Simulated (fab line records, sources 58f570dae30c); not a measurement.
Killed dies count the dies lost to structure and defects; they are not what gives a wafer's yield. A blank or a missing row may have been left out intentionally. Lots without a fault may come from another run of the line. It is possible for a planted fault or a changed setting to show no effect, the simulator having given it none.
fab line records -- flow berkeley-cmos170
record: lots: 15, wafers: 45, last-day: 12
route steps=331 shown NWELL@16 ACTIVE@70 SPACER@174
lots that met no fault: taken from a fault-free run of the same line
start-h: the number of hours between the record's first day and the start of the first shown wafer of the lot -- wait-h: hours since the lot's step before -- " identical to the entry in the row above -- L1.1+2: several wafers, shown together as one row -- - no value present, or no start provided -- * or withheld: withheld -- < > ~ a bound
route shown NAME@n: NAME is a module with steps in the file, n the number in the route of the first one -- usual: average and standard deviation across the fault-free wafers -- same: alike in all rows -- chamber/n: place in a boat -- sites: readings site by site -- _std_site: the standard deviation of these -- _edge_site: the outer-site mean with the inner-site mean subtracted -- radius-mm: for every site, how far away it sits from the centre of the wafer -- mask NAME#n: copy n -- behind: tool/chamber where the wafer was last shaped -- hold: cause of the lot's hold/its duration in hours/its outcome -- device: which transistor (n, p or np) failed to switch -- end of line: the route-end tests of the same wafers -- step lacking rows: just its recipe -- killed: not the wafer's yield, but the dies lost to structure and defects at the first sort -- map: the dies of a wafer, with x for killed, . for not killed, _ for no die there
set.NAME: the setting the step ran with; set.NAME@STEP: the setting that earlier step ran with -- model.NAME: the simulator's own value behind a step, which no gauge read
route steps across a sampled set of lots; one table per step, one row per wafer
services: when a tool's chamber went out of use (start-h, in hours from the record's first day, below 0 if earlier), for how many hours, and the reason
== steps ==
step: UCB170_NWELL_THK_MEAS_02
recipe: reads: SiO2_of_NWELL_OXIDATION_01
usual: NWELL_OXIDE_THK: 26.3/0.52
lot.wafer,tool,chamber,start-h,wait-h,NWELL_OXIDE_THK[nm]
L743.2,film-metro-01,-,22.00,0.0,25.8
L743.4,film-metro-01,-,22.00,0.0,25.5
L743.6,film-metro-01,-,22.00,0.0,25.6
L745.1,film-metro-01,-,36.59,0.0,25.9
L745.3,film-metro-01,-,36.59,0.0,25.4
L745.5,film-metro-01,-,36.59,0.0,25.9
L747.1,film-metro-03,-,41.19,0.0,25.6
L747.2,film-metro-03,-,41.19,0.0,25.8
L747.3,film-metro-03,-,41.19,0.0,25.6
L754.1,film-metro-03,-,76.11,0.0,26.4
L754.2,film-metro-03,-,76.11,0.0,26.6
L754.5,film-metro-03,-,76.11,0.0,26.2
L756.1,film-metro-03,-,84.61,0.0,25.9
L756.3,film-metro-03,-,84.61,0.0,25.7
L756.6,film-metro-03,-,84.61,0.0,26.2
L755.2,film-metro-04,-,84.62,0.0,26.3
L755.4,film-metro-04,-,84.62,0.0,26.0
L755.6,film-metro-04,-,84.62,0.0,26.0
L758.2,film-metro-04,-,94.31,0.0,26.4
L758.3,film-metro-04,-,94.31,0.0,27.0
L758.4,film-metro-04,-,94.31,0.0,26.6
L757.3,film-metro-01,-,94.32,0.0,26.6
L757.4,film-metro-01,-,94.32,0.0,27.0
L757.6,film-metro-01,-,94.32,0.0,26.6
L759.2,film-metro-04,-,102.83,0.0,26.2
L759.4,film-metro-04,-,102.83,0.0,26.2
L759.5,film-metro-04,-,102.83,0.0,26.1
L761.1,film-metro-03,-,111.49,0.0,26.6
L761.2,film-metro-03,-,111.49,0.0,27.2
L761.6,film-metro-03,-,111.49,0.0,26.3
L762.3,film-metro-03,-,113.63,0.0,25.6
L762.4,film-metro-03,-,113.63,0.0,25.8
L762.6,film-metro-03,-,113.63,0.0,26.2
L763.1,film-metro-01,-,122.12,0.0,26.2
L763.2,film-metro-01,-,122.12,0.0,25.8
L763.4,film-metro-01,-,122.12,0.0,25.7
L764.1,film-metro-04,-,126.27,0.0,26.7
L764.5,film-metro-04,-,126.27,0.0,25.8
L764.6,film-metro-04,-,126.27,0.0,26.0
L765.1,film-metro-03,-,133.26,0.0,26.7
L765.3,film-metro-03,-,133.26,0.0,26.5
L765.5,film-metro-03,-,133.26,0.0,26.5
L766.1,film-metro-01,-,136.11,0.0,27.3
L766.2,film-metro-01,-,136.11,0.0,27.3
L766.4,film-metro-01,-,136.11,0.0,27.4
step: UCB170_ACTIVE_EXPOSE_10
recipe: mask-id: ACTIVE, target-cd-nm: 1200, na: 0.5, sigma-outer: 0.6, source-shape: conventional, dose-mj: 20
usual: exposure-dose-mJ-cm2: 20.000/0.018, focus-offset-nm: 0.0/0.5
lot.wafer,tool,chamber,start-h,wait-h,mask,exposure-dose-mJ-cm2,focus-offset-nm
L743.2,krf-scanner-01,0,64.23,0.2,ACTIVE#0,20.030,0.3
L743.4,krf-scanner-01,0,64.23,0.2,ACTIVE#0,19.985,0.2
L743.6,krf-scanner-01,0,64.23,0.2,ACTIVE#0,20.015,0.5
L745.1,krf-scanner-01,0,94.22,0.3,ACTIVE#0,19.979,0.4
L745.3,krf-scanner-01,0,94.22,0.3,ACTIVE#0,20.010,-0.3
L745.5,krf-scanner-01,0,94.22,0.3,ACTIVE#0,20.016,0.3
L747.1,krf-scanner-02,0,94.46,0.4,ACTIVE#0,20.016,0.2
L747.2,krf-scanner-02,0,94.46,0.4,ACTIVE#0,20.003,0.1
L747.3,krf-scanner-02,0,94.46,0.4,ACTIVE#0,19.987,0.4
L754.1,krf-scanner-02,-,122.99,0.3,ACTIVE#0,-,-
L754.2,krf-scanner-02,-,122.99,0.3,ACTIVE#0,-,-
L754.5,krf-scanner-02,-,122.99,0.3,ACTIVE#0,-,-
L756.1,krf-scanner-02,-,133.31,0.2,ACTIVE#0,-,-
L756.3,krf-scanner-02,-,133.31,0.2,ACTIVE#0,-,-
L756.6,krf-scanner-02,-,133.31,0.2,ACTIVE#0,-,-
L755.2,krf-scanner-02,-,133.44,0.1,ACTIVE#0,-,-
L755.4,krf-scanner-02,-,133.44,0.1,ACTIVE#0,-,-
L755.6,krf-scanner-02,-,133.44,0.1,ACTIVE#0,-,-
L757.3,krf-scanner-02,0,139.92,0.1,ACTIVE#0,20.015,0.0
L757.4,krf-scanner-02,0,139.92,0.1,ACTIVE#0,19.999,0.9
L757.6,krf-scanner-02,0,139.92,0.1,ACTIVE#0,20.014,0.1
L758.2,krf-scanner-01,0,140.14,0.3,ACTIVE#0,19.974,-0.8
L758.3,krf-scanner-01,0,140.14,0.3,ACTIVE#0,20.002,-0.3
L758.4,krf-scanner-01,0,140.14,0.3,ACTIVE#0,20.020,0.8
L759.2,krf-scanner-02,0,151.35,0.3,ACTIVE#0,20.001,0.0
L759.4,krf-scanner-02,0,151.35,0.3,ACTIVE#0,20.001,0.0
L759.5,krf-scanner-02,0,151.35,0.3,ACTIVE#0,19.986,-0.2
L761.1,krf-scanner-02,0,165.13,0.1,ACTIVE#0,19.996,0.3
L761.2,krf-scanner-02,0,165.13,0.1,ACTIVE#0,20.005,-0.6
L761.6,krf-scanner-02,0,165.13,0.1,ACTIVE#0,20.017,0.5
L762.3,krf-scanner-02,0,165.29,0.2,ACTIVE#0,20.014,-0.2
L762.4,krf-scanner-02,0,165.29,0.2,ACTIVE#0,20.015,0.3
L762.6,krf-scanner-02,0,165.29,0.2,ACTIVE#0,20.014,-0.3
L763.1,krf-scanner-02,0,175.48,0.1,ACTIVE#0,20.012,0.3
L763.2,krf-scanner-02,0,175.48,0.1,ACTIVE#0,20.001,0.8
L763.4,krf-scanner-02,0,175.48,0.1,ACTIVE#0,19.995,-0.5
L764.1,krf-scanner-02,0,175.77,0.1,ACTIVE#0,20.007,-0.8
L764.5,krf-scanner-02,0,175.77,0.1,ACTIVE#0,19.978,-0.9
L764.6,krf-scanner-02,0,175.77,0.1,ACTIVE#0,20.002,-0.3
L766.1,krf-scanner-01,0,183.19,0.2,ACTIVE#0,19.988,0.2
L766.2,krf-scanner-01,0,183.19,0.2,ACTIVE#0,19.971,1.0
L766.4,krf-scanner-01,0,183.19,0.2,ACTIVE#0,19.968,0.2
L765.1,krf-scanner-02,0,183.44,0.4,ACTIVE#0,20.043,0.0
L765.3,krf-scanner-02,0,183.44,0.4,ACTIVE#0,20.029,0.0
L765.5,krf-scanner-02,0,183.44,0.4,ACTIVE#0,20.021,1.0
step: UCB170_ACTIVE_STRIP_16
recipe: chemistry: O2, power-w: 400, pressure-mtorr: 3500, platen-temp-c: withheld, o2-flow-sccm: 400, overash-fraction: 0.5
usual: drypump-motor-current-A: 6.0/0.49, o2-flow-sccm: 399.9/1.1, oes-product-au: 0.721/0.0045, strip-time-to-endpoint-s: 18.12/0.076
lot.wafer,tool,chamber,start-h,wait-h,drypump-motor-current-A,o2-flow-sccm,oes-product-au,rf-hours-counter-h,strip-time-to-endpoint-s
L743.2,plasma-asher-03,0,64.86,0.1,5.2,400.0,0.711,35,18.03
L743.4,plasma-asher-03,0,64.86,0.1,5.1,401.1,0.719,-,18.04
L743.6,plasma-asher-03,1,64.86,0.1,6.7,397.7,0.720,-,18.14
L745.1,plasma-asher-04,0,95.12,0.1,6.4,399.8,0.714,37,18.23
L745.3,plasma-asher-04,0,95.12,0.1,6.4,400.8,0.716,-,18.29
L745.5,plasma-asher-04,1,95.12,0.1,6.1,400.7,0.724,-,18.09
L747.1,plasma-asher-04,0,95.39,0.1,6.4,398.9,0.722,37,18.05
L747.2,plasma-asher-04,1,95.39,0.1,6.1,399.5,0.720,37,18.05
L747.3,plasma-asher-04,0,95.39,0.1,6.4,400.7,0.730,-,18.03
L754.1,plasma-asher-02,0,124.22,0.1,6.0,400.4,0.720,32,18.18
L754.2,plasma-asher-02,1,124.22,0.1,5.6,397.8,0.719,32,18.14
L754.5,plasma-asher-02,0,124.22,0.1,6.0,400.3,0.726,-,18.10
L756.1,plasma-asher-03,0,134.16,0.1,5.1,401.0,0.720,42,18.10
L756.3,plasma-asher-03,1,134.16,0.1,6.7,399.6,0.721,-,18.10
L756.6,plasma-asher-03,1,134.16,0.1,6.7,401.2,0.726,-,18.07
L755.2,plasma-asher-02,1,134.21,0.1,5.6,401.7,0.727,33,18.02
L755.4,plasma-asher-02,0,134.21,0.1,6.0,399.1,0.732,-,17.99
L755.6,plasma-asher-02,1,134.21,0.1,5.6,401.4,0.722,-,18.15
L757.3,plasma-asher-02,1,140.56,0.1,5.6,401.1,0.729,-,18.13
L757.4,plasma-asher-02,0,140.56,0.1,6.0,400.4,0.710,-,18.11
L757.6,plasma-asher-02,0,140.56,0.1,6.0,400.8,0.721,-,18.02
L758.2,plasma-asher-04,0,140.87,0.1,6.4,399.3,0.726,3,17.95
L758.3,plasma-asher-04,0,140.87,0.1,6.4,399.3,0.722,-,18.03
L758.4,plasma-asher-04,1,140.87,0.1,6.1,401.1,0.723,-,17.98
L759.2,plasma-asher-04,0,151.99,0.1,6.4,398.3,0.723,5,18.01
L759.4,plasma-asher-04,1,151.99,0.1,6.1,398.9,0.722,-,18.05
L759.5,plasma-asher-04,1,151.99,0.1,6.1,400.2,0.724,-,17.92
L761.1,plasma-asher-02,1,166.39,0.1,5.6,399.0,0.717,36,17.99
L761.2,plasma-asher-02,0,166.39,0.1,6.0,400.7,0.722,36,18.10
L761.6,plasma-asher-02,1,166.39,0.1,5.6,399.5,0.721,-,18.00
L762.3,plasma-asher-04,1,166.60,0.1,6.1,398.4,0.714,-,18.08
L762.4,plasma-asher-04,0,166.60,0.1,6.4,399.8,0.723,-,18.14
L762.6,plasma-asher-04,0,166.60,0.1,6.4,400.2,0.720,-,18.02
L763.1,plasma-asher-04,0,176.74,0.1,6.4,399.0,0.723,7,18.09
L763.2,plasma-asher-04,1,176.74,0.1,6.1,398.7,0.721,7,18.14
L763.4,plasma-asher-04,0,176.74,0.1,6.4,398.4,0.721,-,18.07
L764.1,plasma-asher-03,0,177.08,0.1,5.2,401.4,0.726,47,18.11
L764.5,plasma-asher-03,0,177.08,0.1,5.2,403.2,0.721,-,18.13
L764.6,plasma-asher-03,1,177.08,0.1,6.7,400.0,0.722,-,18.13
L766.1,plasma-asher-03,0,183.84,0.1,5.2,400.5,0.723,48,18.17
L766.2,plasma-asher-03,1,183.84,0.1,6.7,401.4,0.722,48,18.14
L766.4,plasma-asher-03,1,183.84,0.1,6.7,399.9,0.718,-,18.10
L765.1,plasma-asher-02,1,184.08,0.1,5.6,402.0,0.723,39,18.23
L765.3,plasma-asher-02,1,184.08,0.1,5.6,401.2,0.716,-,18.19
L765.5,plasma-asher-02,1,184.08,0.1,5.6,401.7,0.716,-,18.12
step: UCB170_SPACER_ETCHBACK_03
recipe: stop-on: Si, target: SiO2, chemistry: CHF3/CF4/Ar, CHF3_flow_sccm: 50, cf4-flow-sccm: 10, Ar_flow_sccm: 120, pressure-mtorr: 200, rf-w: 500, target-depth-a: 3760, time-s: 100
usual: drypump-motor-current-A: 5.9/0.56, oes-product-au: 0.898/0.019, throttle-valve-pct: 6.43/0.098
lot.wafer,tool,chamber,start-h,wait-h,drypump-motor-current-A,oes-product-au,rf-hours-counter-h,throttle-valve-pct
L743.2,rie-diel-02,2,119.55,0.0,6.6,0.893,11,6.34
L743.4,rie-diel-02,2,119.55,0.0,6.6,0.921,-,6.34
L743.6,rie-diel-02,0,119.55,0.0,6.0,0.882,-,6.51
L745.1,rie-diel-01,1,145.47,0.0,5.1,0.904,20,6.51
L745.3,rie-diel-01,0,145.47,0.0,6.3,0.884,85,6.61
L745.5,rie-diel-01,2,145.47,0.0,6.4,0.917,-,6.41
L747.1,rie-diel-04,2,145.47,0.0,5.1,0.908,19,6.38
L747.2,rie-diel-04,1,145.47,0.0,5.8,0.888,59,6.32
L747.3,rie-diel-04,0,145.47,0.0,6.1,0.887,57,6.33
L757.3,rie-diel-01,2,197.76,0.0,6.5,0.894,55,6.41
L757.4,rie-diel-01,3,197.76,0.0,6.2,0.910,22,6.38
L757.6,rie-diel-01,2,197.76,0.0,6.5,0.895,-,6.41
L758.2,rie-diel-04,3,197.76,0.0,6.2,0.877,13,6.56
L758.3,rie-diel-04,1,197.76,0.0,5.8,0.886,62,6.32
L758.4,rie-diel-04,0,197.76,0.0,6.1,0.907,59,6.33
L759.2,rie-diel-02,1,205.67,0.0,4.9,0.883,6,6.43
L759.4,rie-diel-02,2,205.67,0.0,6.6,0.911,15,6.32
L759.5,rie-diel-02,1,205.67,0.0,5.0,0.882,-,6.42
L762.3,rie-diel-02,3,222.10,0.0,5.2,0.871,12,6.31
L762.4,rie-diel-02,0,222.10,0.0,5.9,0.870,15,6.51
L762.6,rie-diel-02,1,222.10,0.0,4.9,0.887,-,6.44
L761.1,rie-diel-02,3,228.61,0.0,5.2,0.884,13,6.31
L761.2,rie-diel-02,0,228.61,0.0,5.9,0.871,15,6.51
L761.6,rie-diel-02,2,228.61,0.0,6.6,0.916,-,6.32
L763.1,rie-diel-04,1,228.61,0.0,5.9,0.886,63,6.31
L763.2,rie-diel-04,2,228.61,0.0,5.2,0.901,23,6.39
L763.4,rie-diel-04,0,228.61,0.0,6.1,0.893,61,6.34
L764.1,rie-diel-01,2,228.61,0.0,6.5,0.917,56,6.41
L764.5,rie-diel-01,1,228.61,0.0,5.1,0.908,-,6.48
L764.6,rie-diel-01,0,228.61,0.0,6.3,0.896,-,6.61
L765.1,rie-diel-02,1,242.39,0.0,4.9,0.865,7,6.41
L765.3,rie-diel-02,0,242.39,0.0,6.0,0.863,16,6.51
L765.5,rie-diel-02,2,242.39,0.0,6.6,0.913,-,6.33
L766.1,rie-diel-01,2,242.39,0.0,6.5,0.897,57,6.40
L766.2,rie-diel-01,0,242.39,0.0,6.3,0.882,90,6.62
L766.4,rie-diel-01,1,242.39,0.0,5.1,0.921,24,6.50
== services ==
tool,chamber,start-h,hours,kind
rie-diel-02,1,43.65,35.9,repair
rie-diel-02,2,46.81,52.1,repair
krf-scanner-01,-,48.25,1.0,pm
krf-scanner-02,-,52.67,1.0,pm
krf-scanner-01,-,65.07,0.8,pm
krf-scanner-02,-,66.65,1.7,repair
krf-scanner-02,-,83.64,7.2,pm
plasma-asher-03,-,85.44,1.3,repair
plasma-asher-03,-,89.24,13.3,repair
plasma-asher-02,-,94.22,8.2,repair
krf-scanner-02,-,100.16,1.3,pm
plasma-asher-04,-,108.75,9.0,pm
rie-diel-02,3,115.27,5.8,repair
plasma-asher-02,-,128.38,2.2,repair
krf-scanner-01,-,133.15,1.3,pm
plasma-asher-02,-,134.88,3.7,repair
rie-diel-01,1,154.12,6.7,repair
rie-diel-01,-,167.49,1.5,repair
krf-scanner-01,-,177.46,3.7,repair
rie-diel-02,1,181.35,3.7,repair
krf-scanner-01,-,217.19,1.0,pm
krf-scanner-02,-,221.67,1.0,pm
krf-scanner-02,-,231.37,0.8,pm
krf-scanner-01,-,233.77,0.8,pm
== key ==
first-sign: step: UCB170_ACTIVE_EXPOSE_10, reading: tool-record, direction: missing
effect none on later readings
met-at UCB170_ACTIVE_EXPOSE_10
struck-lots L754,L755,L756
later-rows-left-out L754.1,L754.2,L754.5,L755.2,L755.4,L755.6,L756.1,L756.3,L756.6
sort-left-out L754.1,L754.2,L754.5,L755.2,L755.4,L755.6,L756.1,L756.3,L756.6
tester-left-out L754,L755,L756
not-acting-at UCB170_NWELL_THK_MEAS_02,UCB170_ACTIVE_STRIP_16,UCB170_SPACER_ETCHBACK_03
onset-between 94.46 122.99
fault: kind: skipped-step-whole, tool: krf-scanner-02, chamber: -, onset-h: 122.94, steps: UCB170_ACTIVE_EXPOSE_10, scope: struck-lots-only
tester-left-out: of these lots the tester's yield and bins aren't shown, on N5 and GAA mostly nor the transistor test; their killed dies are dies lost to structure and defects alone, not to doping, threshold or leakage, so they don't give the yield
sort-left-out: the simulated sort isn't trusted on such a fault, so these wafers' sort isn't shown, and their yield isn't known
later-rows-left-out: the simulator's readings of these wafers behind a module that went badly wrong aren't trusted and aren't shown, but for the sort
